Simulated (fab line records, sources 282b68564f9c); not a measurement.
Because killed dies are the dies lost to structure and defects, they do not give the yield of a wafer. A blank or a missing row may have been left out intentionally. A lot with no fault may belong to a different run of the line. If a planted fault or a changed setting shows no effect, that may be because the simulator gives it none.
What tool caused it? :: flow rit_cmos :: 14 lots with 42 wafers sampled at 2 steps, on a route of 202 steps

== WHAT THE GAUGES READ, wafer by wafer ==
RIT_NRETRO_TW_MEAS_10. Usual: for NRETRO_TW the level is 1054 and the standard deviation is 7.2.
lot: L323
measured: day 2 08:01
on: film_metro-03
NRETRO_TW: 1051 1060 1053
flag: 

lot: L325
measured: day 2 18:16
on: film_metro-02
NRETRO_TW: 1050 1044 1049
flag: 

lot: L326
measured: day 2 23:02
on: film_metro-03
NRETRO_TW: 1055 1056 1058
flag: 

lot: L327
measured: day 3 07:43
on: film_metro-01
NRETRO_TW: 1051 1055 1051
flag: 

lot: L328
measured: day 3 12:01
on: film_metro-03
NRETRO_TW: 1066 1064 1066
flag: 

lot: L330
measured: day 3 23:38
on: film_metro-01
NRETRO_TW: 1049 1050 1047
flag: 

lot: L333
measured: day 4 12:28
on: film_metro-01
NRETRO_TW: 1052 1054 1050
flag: 

lot: L334
measured: day 4 18:26
on: film_metro-01
NRETRO_TW: 1052 1049 1055
flag: 

lot: L335
measured: day 5 00:23
on: film_metro-02
NRETRO_TW: 992 992 993
flag: OFF

lot: L337
measured: day 5 06:16
on: film_metro-02
NRETRO_TW: 995 989 995
flag: OFF

lot: L343
measured: day 6 14:24
on: film_metro-01
NRETRO_TW: 1046 1045 1047
flag: 

lot: L344
measured: day 6 19:23
on: film_metro-01
NRETRO_TW: 1044 1043 1044
flag: 

lot: L345
measured: day 6 23:55
on: film_metro-02
NRETRO_TW: 1050 1052 1049
flag: 

lot: L346
measured: day 7 01:33
on: film_metro-03
NRETRO_TW: 1062 1059 1062
flag: 

== EACH LOT AND THE TOOL THAT RAN IT (in order: tool; ch and the chambers of the sampled wafers; start) ==
lot: L323
RIT_NRETRO_IMPLANT_08: implanter-03 ch 0, day 2 07:42

lot: L325
RIT_NRETRO_IMPLANT_08: implanter-03 ch 0, day 2 17:57

lot: L326
RIT_NRETRO_IMPLANT_08: implanter-03 ch 0, day 2 22:44

lot: L327
RIT_NRETRO_IMPLANT_08: implanter-04 ch 0, day 3 07:24

lot: L328
RIT_NRETRO_IMPLANT_08: implanter-01 ch 0, day 3 11:41

lot: L330
RIT_NRETRO_IMPLANT_08: implanter-01 ch 0, day 3 23:19

lot: L333
RIT_NRETRO_IMPLANT_08: implanter-01 ch 0, day 4 12:08

lot: L334
RIT_NRETRO_IMPLANT_08: implanter-03 ch 0, day 4 18:08

lot: L335
RIT_NRETRO_IMPLANT_08: implanter-01 ch 0, day 5 00:04

lot: L337
RIT_NRETRO_IMPLANT_08: implanter-01 ch 0, day 5 05:56

lot: L343
RIT_NRETRO_IMPLANT_08: implanter-03 ch 0, day 6 14:05

lot: L344
RIT_NRETRO_IMPLANT_08: implanter-03 ch 0, day 6 19:04

lot: L345
RIT_NRETRO_IMPLANT_08: implanter-03 ch 0, day 6 23:37

lot: L346
RIT_NRETRO_IMPLANT_08: implanter-03 ch 0, day 7 01:13
- RIT_NRETRO_IMPLANT_08

== WHAT THE TOOLS THEMSELVES READ (means of the sampled wafers that have a number; where no wafer has one, the mark that the record gives instead) ==
RIT_NRETRO_IMPLANT_08. Usual: beam_on_s 9.99 s, standard deviation 0.2; dose_ions_cm2 1e+13, standard deviation 1.1e+10; faraday_current_uA 31.7, standard deviation 0.63.
lot: L323
tool: implanter-03
beam_on_s (s): 9.79
dose_ions_cm2: 1e+13
faraday_current_uA: 32.3
flag: 

lot: L325
tool: implanter-03
beam_on_s (s): 10.13
dose_ions_cm2: 1e+13
faraday_current_uA: 31.4
flag: 

lot: L326
tool: implanter-03
beam_on_s (s): 9.92
dose_ions_cm2: 1e+13
faraday_current_uA: 31.9
flag: 

lot: L327
tool: implanter-04
beam_on_s (s): 9.96
dose_ions_cm2: 1e+13
faraday_current_uA: 31.8
flag: 

lot: L328
tool: implanter-01
beam_on_s (s): 10.03
dose_ions_cm2: 1e+13
faraday_current_uA: 31.6
flag: 

lot: L330
tool: implanter-01
beam_on_s (s): 10.01
dose_ions_cm2: 1e+13
faraday_current_uA: 31.7
flag: 

lot: L333
tool: implanter-01
beam_on_s (s): 9.92
dose_ions_cm2: 1e+13
faraday_current_uA: 31.9
flag: 

lot: L334
tool: implanter-03
beam_on_s (s): 9.97
dose_ions_cm2: 1e+13
faraday_current_uA: 31.8
flag: 

lot: L335
tool: implanter-01
beam_on_s (s): 9.93
dose_ions_cm2: 9e+12
faraday_current_uA: 27.1
flag: OFF

lot: L337
tool: implanter-01
beam_on_s (s): 10.10
dose_ions_cm2: 9e+12
faraday_current_uA: 26.6
flag: OFF

lot: L343
tool: implanter-03
beam_on_s (s): 9.92
dose_ions_cm2: 1e+13
faraday_current_uA: 32.1
flag: 

lot: L344
tool: implanter-03
beam_on_s (s): 9.94
dose_ions_cm2: 1e+13
faraday_current_uA: 32.0
flag: 

lot: L345
tool: implanter-03
beam_on_s (s): 9.90
dose_ions_cm2: 1e+13
faraday_current_uA: 32.0
flag: 

lot: L346
tool: implanter-03
beam_on_s (s): 9.97
dose_ions_cm2: 1e+13
faraday_current_uA: 31.7
flag: 

== THE ANSWER, worked out from the rows above alone ==
Rule: a lot is off if the mean of its wafers that have a number lies more than 3 standard deviations from the usual mean. A lot without any number at a reading at which 4 lots or more have one is off too. Any other lot the step has rows for is counted as sound. After the gauges, taken in route order, come the tools' own readings; for these a lot's mean is taken, as printed above. At the first step where some lot is off, the reading lying furthest off is the one used; lots without a number count as furthest.
Off: at RIT_NRETRO_TW_MEAS_10 (NRETRO_TW), L335, L337.
If a tool, at a process step before that reading, ran all the lots that are off and no sound lot after the first of them, it fits. Not tried: the gauges at RIT_NRETRO_TW_MEAS_10; whatever is off there is also off at RIT_NRETRO_IMPLANT_08, on other tools, and gauge error can't account for it. One fits: RIT_NRETRO_IMPLANT_08 on implanter-01. A fault onset in the window from L333 (day 4 12:08, its last sound lot) to L335 (day 5 00:04, its first lot off) fits.
The tool's own readings at RIT_NRETRO_IMPLANT_08 bear it out: on the lots that are off they differ by more than 5 times the standard deviation of the sound lots' means. dose_ions_cm2 reads 9e+12 there against 1e+13 on the sound lots; faraday_current_uA reads 26.9 there against 31.9 on the sound lots.

== WHAT WAS PUT IN BY THE SIMULATOR ==
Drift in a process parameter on implanter-01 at RIT_NRETRO_IMPLANT_08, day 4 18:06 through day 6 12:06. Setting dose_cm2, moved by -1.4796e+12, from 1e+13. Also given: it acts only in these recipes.
Shown lots that were struck: L335, L337. The rule above reached the same finding.
